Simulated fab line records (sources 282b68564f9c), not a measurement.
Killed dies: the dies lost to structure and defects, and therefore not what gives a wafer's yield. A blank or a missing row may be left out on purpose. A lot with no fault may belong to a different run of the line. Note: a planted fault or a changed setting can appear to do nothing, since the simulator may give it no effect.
fab line records	flow ritCmos
[record] lots = 15	wafers = 45	lastDay = 7
route steps=202 shown PWELL@45 NLDD@113 CONTACT@180 M1@198
lots that met no fault: taken from a fault-free run of the same line
startH: hours from the record's opening day to when the first of the lot's shown wafers began	waitH: hours since the lot's step before	" same as the row above	L1.1+2: a single row standing in for several wafers	- either no value or no given start	* or withheld: withheld	< > ~ a bound
route shown NAME@n: NAME is a module with steps in the file, n the number in the route of the first one	usual: mean/standard deviation taken from wafers without a fault	same: alike in all rows	chamber/n: place in a boat	sites: readings site by site	_std_site: how widely they spread, as a standard deviation	_edge_site: the outer-site mean with the inner-site mean subtracted	radiusMm: how far each site lies from the wafer's centre	mask NAME#n: copy n	behind: the most recent tool/chamber to have shaped the wafer	hold: the reason the lot was held/the length of the hold in hours/how it ended	device: the transistor (n, p or np) that didn't switch	end of line: tests run on the same wafers once the route is complete	for a step that has no rows: nothing shown but its recipe	killed: count of dies lost to structure and defects at first sort (not the wafer's yield)	map: a wafer's dies, marking killed ones x, the rest . and places with no die _
set.NAME: the setting the step ran with; set.NAME@STEP: the setting that earlier step ran with	model.NAME: the simulator's own value behind a step, which no gauge read
a sample of lots followed through the steps of the route, with each step as a table and each wafer as a row
services: when a tool's chamber went out of use (startH, in hours from the record's first day, below 0 if earlier), for how many hours, and the reason
[[steps]]
[step RIT_PWELL_OVL_MEAS_06]
[usual] PWELL_OVL = -0.6/1.2
lot.wafer	tool	chamber	startH	waitH	PWELL_OVL[nm]
L529.2	overlay-01	-	22.09	-	-3.2
L529.4	"	-	"	"	-1.8
L529.5	"	-	"	"	-1.4
L530.1	overlay-01	-	26.96	-	0.3
L530.2	"	-	"	"	0.7
L530.4	"	-	"	"	-0.3
L533.1	overlay-01	-	43.33	-	-1.7
L533.3	"	-	"	"	-2.1
L533.6	"	-	"	"	0.3
L534.3	overlay-01	-	47.28	-	-2.0
L534.4	"	-	"	"	-1.3
L534.6	"	-	"	"	-1.7
L535.1	overlay-02	-	52.22	-	-1.2
L535.2	"	-	"	"	-0.6
L535.4	"	-	"	"	-3.3
L537.1	overlay-01	-	63.21	-	-0.6
L537.2	"	-	"	"	-0.3
L537.4	"	-	"	"	-2.8
L538.1	overlay-02	-	67.29	-	-1.2
L538.3	"	-	"	"	0.0
L538.6	"	-	"	"	-1.2
L540.1	overlay-01	-	77.02	-	-1.7
L540.5	"	-	"	"	0.0
L540.6	"	-	"	"	1.2
L539.1	overlay-01	-	78.80	-	0.1
L539.3	"	-	"	"	0.9
L539.4	"	-	"	"	1.2
L541.1	overlay-01	-	82.52	-	-0.5
L541.5	"	-	"	"	-0.2
L541.6	"	-	"	"	2.5
L543.3	overlay-01	-	96.86	-	1.3
L543.4	"	-	"	"	-0.4
L543.6	"	-	"	"	1.5
L546.2	overlay-02	-	106.89	-	0.4
L546.5	"	-	"	"	0.3
L546.6	"	-	"	"	-0.5
L547.2	overlay-01	-	112.52	-	0.2
L547.4	"	-	"	"	-1.0
L547.6	"	-	"	"	1.0
L550.1	overlay-02	-	128.67	-	-0.4
L550.4	"	-	"	"	-0.9
L550.6	"	-	"	"	-0.5
L551.2	overlay-01	-	133.56	-	0.2
L551.3	"	-	"	"	-0.7
L551.5	"	-	"	"	-1.3
[step RIT_NLDD_TW_MEAS_10]
[usual] NLDD_TW = 2486/25
lot.wafer	tool	chamber	startH	waitH	NLDD_TW
L529.2	filmMetro-03	-	41.94	0.1	2484
L529.4	"	-	"	"	2500
L529.5	"	-	"	"	2485
L530.1	filmMetro-01	-	46.07	0.1	2462
L530.2	"	-	"	"	2456
L530.4	"	-	"	"	2460
L533.1	filmMetro-01	-	63.51	0.1	2463
L533.3	"	-	"	"	2459
L533.6	"	-	"	"	2457
L534.3	filmMetro-03	-	67.30	0.1	2489
L534.4	"	-	"	"	2482
L534.6	"	-	"	"	2495
L535.1	filmMetro-01	-	71.94	0.1	2462
L535.2	"	-	"	"	2465
L535.4	"	-	"	"	2450
L537.1	filmMetro-03	-	82.35	0.1	2483
L537.2	"	-	"	"	2482
L537.4	"	-	"	"	2497
L538.1	filmMetro-03	-	86.18	0.1	2478
L538.3	"	-	"	"	2475
L538.6	"	-	"	"	2486
L540.1	filmMetro-02	-	98.05	0.1	2513
L540.5	"	-	"	"	2535
L540.6	"	-	"	"	2523
L539.1	filmMetro-01	-	101.76	0.2	2468
L539.3	"	-	"	"	2466
L539.4	"	-	"	"	2466
L541.1	filmMetro-02	-	102.05	0.1	2514
L541.5	"	-	"	"	2520
L541.6	"	-	"	"	2517
L543.3	filmMetro-01	-	119.07	0.1	2467
L543.4	"	-	"	"	2462
L543.6	"	-	"	"	2456
L546.2	filmMetro-01	-	129.44	0.1	2443
L546.5	"	-	"	"	2458
L546.6	"	-	"	"	2460
L547.2	filmMetro-01	-	136.11	0.1	2452
L547.4	"	-	"	"	2460
L547.6	"	-	"	"	2464
L550.1	filmMetro-02	-	150.83	0.1	2510
L550.4	"	-	"	"	2528
L550.6	"	-	"	"	2519
L551.2	filmMetro-03	-	157.74	0.1	2478
L551.3	"	-	"	"	2495
L551.5	"	-	"	"	2482
[step RIT_CONTACT_STRIP_12]
[recipe] chemistry = O2	timeS = 180	resist = NOVOLAK	platenTempC = withheld	powerW = 500	pressureMtorr = 4000	o2FlowSccm = 4000
[usual] drypumpMotorCurrentA = 5.93/0.27	runLengthS = 208.25/0.28
lot.wafer	tool	chamber	startH	waitH	drypumpMotorCurrentA	rfHoursCounterH	runLengthS
L529.2	plasmaAsher-03	1	52.37	0.1	6.04	41	208.12
L529.4	"	0	"	"	6.14	-	208.19
L529.5	"	0	"	"	6.13	-	208.10
L530.1	plasmaAsher-02	0	57.81	0.1	5.39	42	208.14
L530.2	"	1	"	"	6.14	42	208.14
L530.4	"	1	"	"	6.10	-	208.26
L533.1	plasmaAsher-03	0	75.14	0.1	6.17	43	208.13
L533.3	"	1	"	"	5.97	-	207.89
L533.6	"	0	"	"	6.15	-	208.20
L534.3	plasmaAsher-02	1	78.13	0.2	6.11	-	208.61
L534.4	"	0	"	"	5.43	-	208.02
L534.6	"	1	"	"	6.15	-	208.30
L535.1	plasmaAsher-02	0	82.33	0.1	5.42	45	208.56
L535.2	"	1	"	"	6.14	45	208.64
L535.4	"	0	"	"	5.44	-	208.05
L537.1	plasmaAsher-02	0	92.61	0.1	5.41	46	208.10
L537.2	"	1	"	"	6.18	46	208.23
L537.4	"	0	"	"	5.41	-	207.83
L538.1	plasmaAsher-02	0	96.86	0.1	5.41	46	208.34
L538.3	"	1	"	"	6.12	-	208.51
L538.6	"	1	"	"	6.13	-	208.55
L540.1	plasmaAsher-03	0	109.42	0.1	6.15	47	208.55
L540.5	"	1	"	"	6.01	-	207.95
L540.6	"	0	"	"	6.17	-	208.19
L541.1	plasmaAsher-03	0	112.23	0.1	6.14	47	196.43
L541.5	"	0	"	"	6.16	-	196.95
L541.6	"	1	"	"	5.98	-	196.16
L539.1	plasmaAsher-03	0	114.34	0.1	6.14	46	197.02
L539.3	"	0	"	"	6.14	-	196.30
L539.4	"	1	"	"	5.99	-	196.22
L543.3	plasmaAsher-03	0	131.70	0.2	6.17	-	196.94
L543.4	"	1	"	"	6.00	-	197.01
L543.6	"	1	"	"	5.99	-	196.08
L546.2	plasmaAsher-01	0	139.64	0.1	5.80	52	208.00
L546.5	"	1	"	"	5.91	-	208.54
L546.6	"	0	"	"	5.82	-	208.30
L547.2	plasmaAsher-02	0	146.80	0.1	5.43	3	208.34
L547.4	"	1	"	"	6.16	-	208.37
L547.6	"	1	"	"	6.16	-	208.28
L550.1	plasmaAsher-01	1	161.10	0.1	5.91	54	208.97
L550.4	"	0	"	"	5.82	-	208.01
L550.6	"	1	"	"	5.90	-	208.38
L551.2	plasmaAsher-02	0	168.39	0.1	5.42	5	208.46
L551.3	"	0	"	"	5.44	-	207.89
L551.5	"	1	"	"	6.12	-	208.51
[step RIT_M1_STRIP_14]
[recipe] chemistry = O2	timeS = 180	platenTempC = withheld	powerW = 500	pressureMtorr = 4000	o2FlowSccm = 4000
[usual] drypumpMotorCurrentA = 5.91/0.29	runLengthS = 208.4/0.35
lot.wafer	tool	chamber	startH	waitH	drypumpMotorCurrentA	rfHoursCounterH	runLengthS
L529.2	plasmaAsher-01	0	55.12	0.0	5.81	44	208.7
L529.4	"	1	"	"	5.90	-	208.7
L529.5	"	0	"	"	5.80	-	208.1
L530.1	plasmaAsher-01	1	60.72	0.0	5.91	44	208.5
L530.2	"	0	"	"	5.79	44	208.3
L530.4	"	1	"	"	5.90	-	208.4
L533.1	plasmaAsher-03	1	78.19	0.0	6.00	44	207.9
L533.3	"	0	"	"	6.15	-	208.4
L533.6	"	1	"	"	5.99	-	207.9
L534.3	plasmaAsher-04	1	81.14	0.1	5.21	-	208.6
L534.4	"	0	"	"	6.38	-	208.0
L534.6	"	0	"	"	6.36	-	208.1
L535.1	plasmaAsher-01	0	85.34	0.0	5.79	47	208.1
L535.2	"	1	"	"	5.89	47	208.6
L535.4	"	1	"	"	5.88	-	208.4
L537.1	plasmaAsher-01	1	95.48	0.0	5.89	48	208.6
L537.2	"	0	"	"	5.82	48	208.1
L537.4	"	0	"	"	5.81	-	207.9
L538.1	plasmaAsher-01	1	99.64	0.0	5.89	48	208.8
L538.3	"	1	"	"	5.90	-	208.4
L538.6	"	0	"	"	5.82	-	208.0
L540.1	plasmaAsher-01	0	112.60	0.0	5.82	50	208.2
L540.5	"	0	"	"	5.82	-	208.2
L540.6	"	1	"	"	5.92	-	209.2
L543.3	plasmaAsher-01	1	134.46	0.1	5.89	-	208.9
L543.4	"	0	"	"	5.81	-	208.5
L543.6	"	1	"	"	5.92	-	208.6
L546.2	plasmaAsher-01	0	142.69	0.0	5.80	53	207.9
L546.5	"	0	"	"	5.79	-	208.0
L546.6	"	1	"	"	5.90	-	208.6
L547.2	plasmaAsher-03	1	149.54	0.0	6.03	51	207.9
L547.4	"	0	"	"	6.18	-	208.4
L547.6	"	1	"	"	5.98	-	208.6
L550.1	plasmaAsher-03	1	164.14	0.0	5.99	53	207.8
L550.4	"	1	"	"	5.98	-	208.0
L550.6	"	0	"	"	6.17	-	208.3
L551.2	plasmaAsher-04	1	171.59	0.0	5.23	38	208.9
L551.3	"	0	"	"	6.36	-	207.9
L551.5	"	1	"	"	5.21	-	208.6
[step RIT_M1_PROBE_99]
[usual] killed_at_M0_to_M3 = 0.0/0.19	killedAtContacts = 0.1/0.27	killedAtFrontEnd = 6.4/2.9	killedDies = 6.5/3	killedOpen = 3.3/1.9	killedShort = 3.2/1.7
[same] grossDies = 264	killed_at_M4_up = 0	killedAtBackSide = 0	killedAtOther = 0
lot.wafer	tool	chamber	startH	waitH	killed_at_M0_to_M3	killedAtContacts	killedAtFrontEnd	killedDies	killedOpen	killedShort
L529.2	prober-02	-	57.08	0.1	0	0	2	2	0	2
L529.4	prober-02	-	57.18	0.2	0	0	3	3	1	2
L529.5	prober-02	-	57.23	0.2	0	0	8	8	4	4
L535.1	prober-02	-	87.26	0.1	0	0	9	9	3	6
L535.2	prober-02	-	87.31	0.1	0	0	10	10	5	5
L535.4	prober-02	-	87.41	0.2	0	0	8	8	2	6
L538.1	prober-01	-	101.55	0.1	0	0	5	5	3	2
L538.3	prober-01	-	101.65	0.2	0	0	4	4	2	2
L538.6	prober-01	-	101.80	0.2	0	0	4	4	2	2
L540.1	prober-01	-	114.96	0.1	0	0	5	5	4	1
L540.5	prober-01	-	115.16	0.2	0	0	5	5	1	4
L540.6	prober-01	-	115.21	0.2	0	0	8	8	4	4
L543.3	prober-02	-	136.42	0.2	0	0	5	5	3	2
L543.4	prober-02	-	136.47	0.2	0	0	10	10	5	5
L543.6	prober-02	-	136.57	0.2	0	0	1	1	1	0
L546.2	prober-01	-	144.65	0.1	0	0	11	11	7	4
L546.5	prober-01	-	144.80	0.2	0	1	6	7	4	3
L546.6	prober-01	-	144.85	0.2	0	0	8	8	4	4
L547.2	prober-02	-	152.18	0.1	0	0	14	14	7	7
L547.4	prober-02	-	152.28	0.2	0	0	10	10	6	4
L547.6	prober-02	-	152.38	0.2	0	0	7	7	2	5
// killed by level:class
L529.2 SPACER:geometricParticle:short=1 SILICIDE:geometricParticle:short=1
L529.4 GATE:geometricParticle:short=1 REOX:geometricParticle:short=1 SPACER:geometricParticle:open=1
L529.5 REOX:geometricParticle:open=2 REOX:geometricParticle:short=2 FOX1:geometricParticle:open=1 FOX2:geometricParticle:short=1 GATE:geometricParticle:short=1 SILICIDE:geometricParticle:open=1
L535.1 SILICIDE:geometricParticle:short=3 GATE:geometricParticle:open=2 GATE:geometricParticle:short=2 FOX2:geometricParticle:short=1 SILICIDE:geometricParticle:open=1
L535.2 FOX1:geometricParticle:open=2 GATE:geometricParticle:open=2 GATE:geometricParticle:short=2 FOX1:geometricParticle:short=1 FOX2:geometricParticle:short=1 REOX:geometricParticle:open=1 REOX:geometricParticle:short=1
L535.4 GATE:geometricParticle:short=4 GATE:geometricParticle:open=2 SPACER:geometricParticle:short=1 SILICIDE:geometricParticle:short=1
L538.1 SILICIDE:geometricParticle:open=3 SILICIDE:geometricParticle:short=2
L538.3 FOX1:geometricParticle:open=1 GATE:geometricParticle:short=1 SPACER:geometricParticle:short=1 SPACER:geometricParticle:open=1
L538.6 GATE:geometricParticle:short=2 FOX1:geometricParticle:open=1 GATE:geometricParticle:open=1
L540.1 GATE:geometricParticle:open=2 SPACER:geometricParticle:open=1 SPACER:geometricParticle:short=1 SILICIDE:geometricParticle:open=1
L540.5 GATE:geometricParticle:short=2 REOX:geometricParticle:open=1 SPACER:geometricParticle:short=1 SILICIDE:geometricParticle:short=1
L540.6 GATE:geometricParticle:short=2 SPACER:geometricParticle:open=2 GATE:geometricParticle:open=1 REOX:geometricParticle:open=1 SPACER:geometricParticle:short=1 SILICIDE:geometricParticle:short=1
L543.3 SILICIDE:geometricParticle:open=2 FOX2:geometricParticle:short=1 GATE:geometricParticle:open=1 REOX:geometricParticle:short=1
L543.4 FOX2:geometricParticle:open=3 FOX2:geometricParticle:short=3 SPACER:geometricParticle:open=2 FOX1:geometricParticle:short=1 SILICIDE:geometricParticle:short=1
L543.6 GATE:geometricParticle:open=1
L546.2 GATE:geometricParticle:open=4 GATE:geometricParticle:short=3 REOX:geometricParticle:open=3 SPACER:geometricParticle:short=1
L546.5 SPACER:geometricParticle:open=4 SPACER:geometricParticle:short=2 CONTACT:geometricParticle:short=1
L546.6 GATE:geometricParticle:open=2 FOX1:geometricParticle:open=1 FOX1:geometricParticle:short=1 FOX2:geometricParticle:open=1 FOX2:geometricParticle:short=1 GATE:geometricParticle:short=1 SILICIDE:geometricParticle:short=1
L547.2 GATE:geometricParticle:open=3 GATE:geometricParticle:short=3 REOX:geometricParticle:open=3 REOX:geometricParticle:short=2 FOX1:geometricParticle:short=1 FOX2:geometricParticle:open=1 SPACER:geometricParticle:short=1
L547.4 GATE:geometricParticle:short=3 GATE:geometricParticle:open=3 FOX1:geometricParticle:open=2 FOX2:geometricParticle:open=1 FOX2:geometricParticle:short=1
L547.6 REOX:geometricParticle:short=2 GATE:geometricParticle:short=1 GATE:geometricParticle:open=1 SPACER:geometricParticle:short=1 SILICIDE:geometricParticle:short=1 SILICIDE:geometricParticle:open=1
[[services]]
tool	chamber	startH	hours	kind
plasmaAsher-02	-	108.75	9.0	pm
plasmaAsher-02	0	108.75	9.0	ventCycle
plasmaAsher-02	1	108.75	9.0	ventCycle
plasmaAsher-02	0	117.75	-	clean
plasmaAsher-02	1	117.75	-	clean
plasmaAsher-01	-	144.01	10.0	pm
[[key]]
[firstSign] step = RIT_CONTACT_STRIP_12	reading = runLengthS	direction = down	sigmas = 42	usual = *	struck = *
effect none on later readings
metAt RIT_CONTACT_STRIP_12
struckLots L539,L541,L543
rowsEnd L539.1,L539.3,L539.4,L541.1,L541.5,L541.6
testerLeftOut L543
notActingAt RIT_PWELL_OVL_MEAS_06,RIT_NLDD_TW_MEAS_10,RIT_M1_STRIP_14
onsetBetween 109.42 112.23
[earlierFault] kind = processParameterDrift	tool = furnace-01	chamber = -	onsetH = 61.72	steps = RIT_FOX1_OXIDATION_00	channel = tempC	offset = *	shape = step	endH = 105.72	actsIn = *	stated = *
[fault] kind = processParameterDrift	tool = plasmaAsher-03	chamber = -	onsetH = 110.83	steps = RIT_CONTACT_STRIP_12	channel = timeS	offset = *	shape = step	actsIn = *	stated = *
// testerLeftOut: of these lots the tester's yield and bins aren't shown, on N5 and GAA mostly nor the transistor test; their killed dies are dies lost to structure and defects alone, not to doping, threshold or leakage, so they don't give the yield
// rowsEnd: these wafers met a further fault down the route, and their rows from its step on are left out
